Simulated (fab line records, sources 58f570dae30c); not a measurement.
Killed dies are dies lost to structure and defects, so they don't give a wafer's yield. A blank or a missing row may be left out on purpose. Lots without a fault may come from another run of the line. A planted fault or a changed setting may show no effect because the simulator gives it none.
Problem report in the 8D (eight disciplines) form, filled by code | flow berkeley_cmos170 | the parts of the form that need people (team, actions taken, sign-off) are left out

1. THE PROBLEM
NVT_TW at UCB170_NVT_TW_MEAS_09 reads a mean of 488 on 6 wafers of 2 lots; wafers without a fault read 526 with a standard deviation of 5.6. That is -6.7 standard deviations from the usual mean.
First seen on wafer L105.1, day 8 04:11, on film_metro-02. The record holds 42 wafers of 14 lots with a number at this step. Rule for "out", or "out of limits": more than 4 standard deviations from the usual mean. The other wafers with a number count as sound.

2. WHAT IT IS AND WHAT IT IS NOT
question                    | is                     | is not
which readings at this step | NVT_TW                 | -
which lots                  | L105, L107             | L100, L101, L103, L106, L108, L112, L117, L118, L995, L997, L998, L999
which wafers of those lots  | all that have a number | -
read on which gauges        | film_metro-02          | film_metro-01, film_metro-03
when                        | from day 8 04:11       | up to then (21 sound wafers); but 15 sound wafers of L106, L108, L112, L117, L118 came after

3. SUSPECTS, AND WHAT RULES EACH OUT
Counting: a tool at a process step up to the reading stays a suspect if it ran every lot that is out and no sound lot after the first of them.
- the gauge at UCB170_NVT_TW_MEAS_09: ruled out. All the wafers that are out were read on film_metro-02, but those of them that UCB170_NVT_IMPLANT_07 has rows for are out there too, on other tools.
- implanter-02 at UCB170_NVT_IMPLANT_07: kept. It ran every lot that is out, first L105 (day 8 03:56), and no sound lot after that; its last sound lot up to then is L100 (day 7 02:11). Its own readings are out on those wafers: dose_ions_cm2, faraday_current_uA.
Left after counting: implanter-02 at UCB170_NVT_IMPLANT_07.

4. THE CAUSE (what the simulator had put in)
Process parameter drift: implanter-02, from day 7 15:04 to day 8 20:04, at UCB170_NVT_IMPLANT_07. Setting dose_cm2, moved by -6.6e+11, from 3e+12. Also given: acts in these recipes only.
Counting left only this tool.

5. THE CHAIN OF EFFECTS, in route order
Each row: a reading whose mean over the struck wafers that have a number lies more than 3 standard deviations from the usual. Only readings for which the record gives a usual standard deviation are gone through. hours: the time from each lot's start at the first step in this table that gives one to its start at this step, as a median over the lots. sigmas: the change in usual standard deviations.
hours | step                  | reading            | usual | on struck wafers | change | sigmas
0     | UCB170_NVT_IMPLANT_07 | dose_ions_cm2      | 3e+12 | 2e+12            | -7e+11 | -99 or more
0     | UCB170_NVT_IMPLANT_07 | faraday_current_uA | 9.52  | 7.40             | -2.12  | -12
0     | UCB170_NVT_TW_MEAS_09 | NVT_TW             | 526   | 488              | -38    | -6.7
The process steps in it:
- UCB170_NVT_IMPLANT_07
Later measuring or inspecting steps at which every struck wafer that the step has a row for has a number for every such reading, and none has moved that far: UCB170_PLDD_TW_MEAS_11, UCB170_M1_THK_MEAS_02.

6. WHAT WOULD HAVE CAUGHT IT SOONER
In this record the first reading out of limits at a measuring or inspecting step was taken at day 8 04:11, 13 hours after the fault began at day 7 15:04.
The tool's own readings at UCB170_NVT_IMPLANT_07 were out on every struck wafer that the step has a row for (dose_ions_cm2, faraday_current_uA): an alarm limit on them would have fired on the first of those.
Of the lots that are out (2), L107 began UCB170_NVT_IMPLANT_07 on implanter-02 after day 8 04:11. A hold on the tool at that time would have spared it.
